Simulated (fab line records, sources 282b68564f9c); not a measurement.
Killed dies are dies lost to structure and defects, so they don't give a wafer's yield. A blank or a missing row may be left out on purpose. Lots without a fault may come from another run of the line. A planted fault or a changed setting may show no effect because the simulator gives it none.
Problem report in the 8D (eight disciplines) form, filled by code | flow rit_cmos | the parts of the form that need people (team, actions taken, sign-off) are left out

1. THE PROBLEM
wafer_temp_C_max at RIT_SILICIDE_RTA_06 reads a mean of 762.6 on 6 wafers of 2 lots; wafers without a fault read 755.1 with a standard deviation of 1.4. That is +5.4 standard deviations from the usual mean.
The step: time 10 s, ramp up 5 s, ramp down 10 s.
First seen on wafer L146.2, day 6 01:53, on rtp_anneal-01. The record holds 18 wafers of 6 lots with a number at this step. Rule for "out", or "out of limits": more than 4 standard deviations from the usual mean. The other wafers with a number count as sound.

2. WHAT IT IS AND WHAT IT IS NOT
question                    | is                     | is not
which readings at this step | wafer_temp_C_max       | -
which lots                  | L146, L148             | L134, L142, L149, L151
which wafers of those lots  | all that have a number | -
read on which tools         | rtp_anneal-01          | rtp_anneal-02
when                        | from day 6 01:53       | up to then (6 sound wafers); but 6 sound wafers of L149, L151 came after

3. SUSPECTS, AND WHAT RULES EACH OUT
Counting: a tool at a process step up to the reading stays a suspect if it ran every lot that is out and no sound lot after the first of them.
- rtp_anneal-01 at RIT_SDANNEAL_RTA_03 (time 5 s): kept. It ran every lot that is out, first L146 (day 6 00:53), and no sound lot after that; its last sound lot up to then is L142 (day 5 04:50).
- pvd_sputter-03 at RIT_SILICIDE_SPUTTER_01 (material Ti, target thk 30 nm, time 240 s): kept. It ran every lot that is out, first L146 (day 6 01:26), and no sound lot after that; its last sound lot up to then is L134 (day 3 17:31).
- rtp_anneal-02 at RIT_SILICIDE_RTA_04 (time 10 s, ramp up 5 s, ramp down 5 s): kept. It ran every lot that is out, first L146 (day 6 01:46), and no sound lot after that; its last sound lot up to then is L142 (day 5 05:43).
- rtp_anneal-01 at RIT_SILICIDE_RTA_06 (time 10 s, ramp up 5 s, ramp down 10 s): kept. It ran every lot that is out, first L146 (day 6 01:53), and no sound lot after that; its last sound lot up to then is L142 (day 5 05:50). Its own readings are out on those wafers: wafer_temp_C_max.
Left after counting: rtp_anneal-01 at RIT_SDANNEAL_RTA_03, pvd_sputter-03 at RIT_SILICIDE_SPUTTER_01, rtp_anneal-02 at RIT_SILICIDE_RTA_04, rtp_anneal-01 at RIT_SILICIDE_RTA_06.

4. THE CAUSE (what the simulator had put in)
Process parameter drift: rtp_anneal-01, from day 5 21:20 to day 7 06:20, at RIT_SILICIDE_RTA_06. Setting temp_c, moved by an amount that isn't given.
Counting left 4 suspects, and this tool is among them.

5. THE CHAIN OF EFFECTS, in route order
Each row: a reading whose mean over the struck wafers that have a number lies more than 3 standard deviations from the usual. Only readings for which the record gives a usual standard deviation are gone through. hours: the time from each lot's start at the first step in this table that gives one to its start at this step, as a median over the lots. sigmas: the change in usual standard deviations.
hours | step                | reading          | usual | on struck wafers | change | sigmas
0     | RIT_SILICIDE_RTA_06 | wafer_temp_C_max | 755.1 | 762.6            | +7.5   | +5.4
The process steps in it:
- RIT_SILICIDE_RTA_06: time 10 s, ramp up 5 s, ramp down 10 s.

6. WHAT WOULD HAVE CAUGHT IT SOONER
In this record the first reading out of limits was taken at day 6 01:53, 5 hours after the fault began at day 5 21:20.
